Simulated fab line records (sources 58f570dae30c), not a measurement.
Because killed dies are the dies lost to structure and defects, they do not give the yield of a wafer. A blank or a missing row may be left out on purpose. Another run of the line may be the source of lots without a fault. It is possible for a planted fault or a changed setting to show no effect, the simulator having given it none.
Tool commonality check :: flow berkeley-cmos170 :: Sampled: 15 lots, 45 wafers

== WHY THIS WAS OPENED ==
UCB170_PSD_TW_MEAS_10, reading PSD_TW: flagged on 3 of 15 lots. Wafers without a fault read 2346, standard deviation 14.
Rule: a lot gets a flag if all its wafers with a number sit over 4 standard deviations from that mean, or if no wafer of it has a number. As for the other lots, they are considered sound.

lot: L497
measured: day 6 06:40
on: film-metro-03
PSD_TW, wafer by wafer: 2344 2353 2348
flag: 

lot: L498
measured: day 6 20:14
on: film-metro-04
PSD_TW, wafer by wafer: 2373 2359 2366
flag: 

lot: L499
measured: day 7 09:05
on: film-metro-02
PSD_TW, wafer by wafer: 2861 2875 2864
flag: FLAGGED

lot: L500
measured: day 7 21:54
on: film-metro-04
PSD_TW, wafer by wafer: 2336 2355 2353
flag: 

lot: L501
measured: day 7 22:29
on: film-metro-02
PSD_TW, wafer by wafer: 2876 2865 2873
flag: FLAGGED

lot: L502
measured: day 7 22:42
on: film-metro-03
PSD_TW, wafer by wafer: 2850 2866 2858
flag: FLAGGED

lot: L505
measured: day 8 14:58
on: film-metro-02
PSD_TW, wafer by wafer: 2347 2344 2348
flag: 

lot: L511
measured: day 9 19:06
on: film-metro-03
PSD_TW, wafer by wafer: 2331 2333 2336
flag: 

lot: L516
measured: day 10 08:49
on: film-metro-04
PSD_TW, wafer by wafer: 2374 2365 2362
flag: 

lot: L514
measured: day 10 09:05
on: film-metro-04
PSD_TW, wafer by wafer: 2365 2369 2363
flag: 

lot: L515
measured: day 10 09:07
on: film-metro-03
PSD_TW, wafer by wafer: 2320 2326 2312
flag: 

lot: L517
measured: day 10 12:15
on: film-metro-03
PSD_TW, wafer by wafer: 2324 2323 2326
flag: 

lot: L513
measured: day 10 12:31
on: film-metro-02
PSD_TW, wafer by wafer: 2348 2353 2357
flag: 

lot: L520
measured: day 11 06:33
on: film-metro-04
PSD_TW, wafer by wafer: 2357 2354 2344
flag: 

lot: L518
measured: day 11 06:38
on: film-metro-03
PSD_TW, wafer by wafer: 2357 2344 2338
flag: 
The numbers of the flagged lots are 2865 on average: +519 against the usual, or +37 standard deviations.

== WHICH TOOL EACH LOT WENT THROUGH ==
3 process steps preceding the reading are held in the record, out of 331 steps in the route. Cell contents, in order: the tool; ch with the chambers the sampled wafers went through; the start.
lot: L497
flag: 
UCB170_PLDD_STRIP_10: plasma-asher-03 ch 0,1, day 5 22:43
UCB170_PSD_IMPLANT_08: implanter-03 ch 0, day 6 06:25
UCB170_PSD_STRIP_09: plasma-asher-02 ch 0,1, day 6 06:34

lot: L498
flag: 
UCB170_PLDD_STRIP_10: plasma-asher-04 ch 0,1, day 6 10:35
UCB170_PSD_IMPLANT_08: implanter-02 ch 0, day 6 19:58
UCB170_PSD_STRIP_09: plasma-asher-02 ch 0,1, day 6 20:08

lot: L499
flag: FLAGGED
UCB170_PLDD_STRIP_10: plasma-asher-04 ch 0,1, day 7 00:35
UCB170_PSD_IMPLANT_08: implanter-02 ch 0, day 7 08:34
UCB170_PSD_STRIP_09: plasma-asher-04 ch 0,1, day 7 08:59

lot: L500
flag: 
UCB170_PLDD_STRIP_10: plasma-asher-03 ch 0,1, day 7 14:29
UCB170_PSD_IMPLANT_08: implanter-02 ch 0, day 7 21:39
UCB170_PSD_STRIP_09: plasma-asher-04 ch 0,1, day 7 21:48

lot: L501
flag: FLAGGED
UCB170_PLDD_STRIP_10: plasma-asher-01 ch 0,1, day 7 14:38
UCB170_PSD_IMPLANT_08: implanter-04 ch 0, day 7 21:56
UCB170_PSD_STRIP_09: plasma-asher-02 ch 1, day 7 22:22

lot: L502
flag: FLAGGED
UCB170_PLDD_STRIP_10: plasma-asher-04 ch 0,1, day 7 14:43
UCB170_PSD_IMPLANT_08: implanter-03 ch 0, day 7 22:08
UCB170_PSD_STRIP_09: plasma-asher-01 ch 0,1, day 7 22:36

lot: L505
flag: 
UCB170_PLDD_STRIP_10: plasma-asher-01 ch 0,1, day 8 07:19
UCB170_PSD_IMPLANT_08: implanter-04 ch 0, day 8 14:43
UCB170_PSD_STRIP_09: plasma-asher-04 ch 0,1, day 8 14:52

lot: L511
flag: 
UCB170_PLDD_STRIP_10: plasma-asher-01 ch 0,1, day 9 08:16
UCB170_PSD_IMPLANT_08: implanter-04 ch 0, day 9 18:51
UCB170_PSD_STRIP_09: plasma-asher-01 ch 0,1, day 9 19:00

lot: L516
flag: 
UCB170_PLDD_STRIP_10: plasma-asher-03 ch 0,1, day 10 00:06
UCB170_PSD_IMPLANT_08: implanter-03 ch 0, day 10 08:35
UCB170_PSD_STRIP_09: plasma-asher-02 ch 0, day 10 08:43

lot: L514
flag: 
UCB170_PLDD_STRIP_10: plasma-asher-01 ch 0,1, day 10 00:31
UCB170_PSD_IMPLANT_08: implanter-02 ch 0, day 10 08:50
UCB170_PSD_STRIP_09: plasma-asher-01 ch 0,1, day 10 08:59

lot: L515
flag: 
UCB170_PLDD_STRIP_10: plasma-asher-03 ch 0,1, day 10 00:14
UCB170_PSD_IMPLANT_08: implanter-03 ch 0, day 10 08:52
UCB170_PSD_STRIP_09: plasma-asher-02 ch 0,1, day 10 09:01

lot: L517
flag: 
UCB170_PLDD_STRIP_10: plasma-asher-03 ch 0,1, day 10 00:41
UCB170_PSD_IMPLANT_08: implanter-03 ch 0, day 10 12:02
UCB170_PSD_STRIP_09: plasma-asher-02 ch 0,1, day 10 12:10

lot: L513
flag: 
UCB170_PLDD_STRIP_10: plasma-asher-03 ch 0,1, day 10 01:05
UCB170_PSD_IMPLANT_08: implanter-02 ch 0, day 10 12:17
UCB170_PSD_STRIP_09: plasma-asher-01 ch 0,1, day 10 12:25

lot: L520
flag: 
UCB170_PLDD_STRIP_10: plasma-asher-03 ch 0,1, day 10 20:31
UCB170_PSD_IMPLANT_08: implanter-04 ch 0, day 11 06:21
UCB170_PSD_STRIP_09: plasma-asher-02 ch 0,1, day 11 06:28

lot: L518
flag: 
UCB170_PLDD_STRIP_10: plasma-asher-01 ch 0,1, day 10 20:35
UCB170_PSD_IMPLANT_08: implanter-02 ch 0, day 11 06:23
UCB170_PSD_STRIP_09: plasma-asher-01 ch 0,1, day 11 06:32
These steps, and what they do:
- UCB170_PLDD_STRIP_10: strips in O2.
- UCB170_PSD_IMPLANT_08
- UCB170_PSD_STRIP_09: strips in O2.
- UCB170_PSD_TW_MEAS_10

== FLAGGED OVER TOTAL, TOOL BY TOOL (the gauges that took the reading come last) ==
step: UCB170_PLDD_STRIP_10
tool: plasma-asher-01
lots run: 5
flagged: 1
share of the flagged lots: some
sound lots run after its first flagged lot: 4 (L505,L511,L514,L518)

step: UCB170_PLDD_STRIP_10
tool: plasma-asher-03
lots run: 7
flagged: 0
share of the flagged lots: none
sound lots run after its first flagged lot: -

step: UCB170_PLDD_STRIP_10
tool: plasma-asher-04
lots run: 3
flagged: 2
share of the flagged lots: some
sound lots run after its first flagged lot: 0

step: UCB170_PSD_IMPLANT_08
tool: implanter-02
lots run: 6
flagged: 1
share of the flagged lots: some
sound lots run after its first flagged lot: 4 (L500,L514,L513,L518)

step: UCB170_PSD_IMPLANT_08
tool: implanter-03
lots run: 5
flagged: 1
share of the flagged lots: some
sound lots run after its first flagged lot: 3 (L516,L515,L517)

step: UCB170_PSD_IMPLANT_08
tool: implanter-04
lots run: 4
flagged: 1
share of the flagged lots: some
sound lots run after its first flagged lot: 3 (L505,L511,L520)

step: UCB170_PSD_STRIP_09
tool: plasma-asher-01
lots run: 5
flagged: 1
share of the flagged lots: some
sound lots run after its first flagged lot: 4 (L511,L514,L513,L518)

step: UCB170_PSD_STRIP_09
tool: plasma-asher-02
lots run: 7
flagged: 1
share of the flagged lots: some
sound lots run after its first flagged lot: 4 (L516,L515,L517,L520)

step: UCB170_PSD_STRIP_09
tool: plasma-asher-04
lots run: 3
flagged: 1
share of the flagged lots: some
sound lots run after its first flagged lot: 2 (L500,L505)

step: UCB170_PSD_TW_MEAS_10
tool: film-metro-02
lots run: 4
flagged: 2
share of the flagged lots: some
sound lots run after its first flagged lot: 2 (L505,L513)

step: UCB170_PSD_TW_MEAS_10
tool: film-metro-03
lots run: 6
flagged: 1
share of the flagged lots: some
sound lots run after its first flagged lot: 4 (L511,L515,L517,L518)

step: UCB170_PSD_TW_MEAS_10
tool: film-metro-04
lots run: 5
flagged: 0
share of the flagged lots: none
sound lots run after its first flagged lot: -

== WHAT THE TABLE ALLOWS ==
No row of the table ran every flagged lot.

== WHAT THE SIMULATOR PUT IN ==
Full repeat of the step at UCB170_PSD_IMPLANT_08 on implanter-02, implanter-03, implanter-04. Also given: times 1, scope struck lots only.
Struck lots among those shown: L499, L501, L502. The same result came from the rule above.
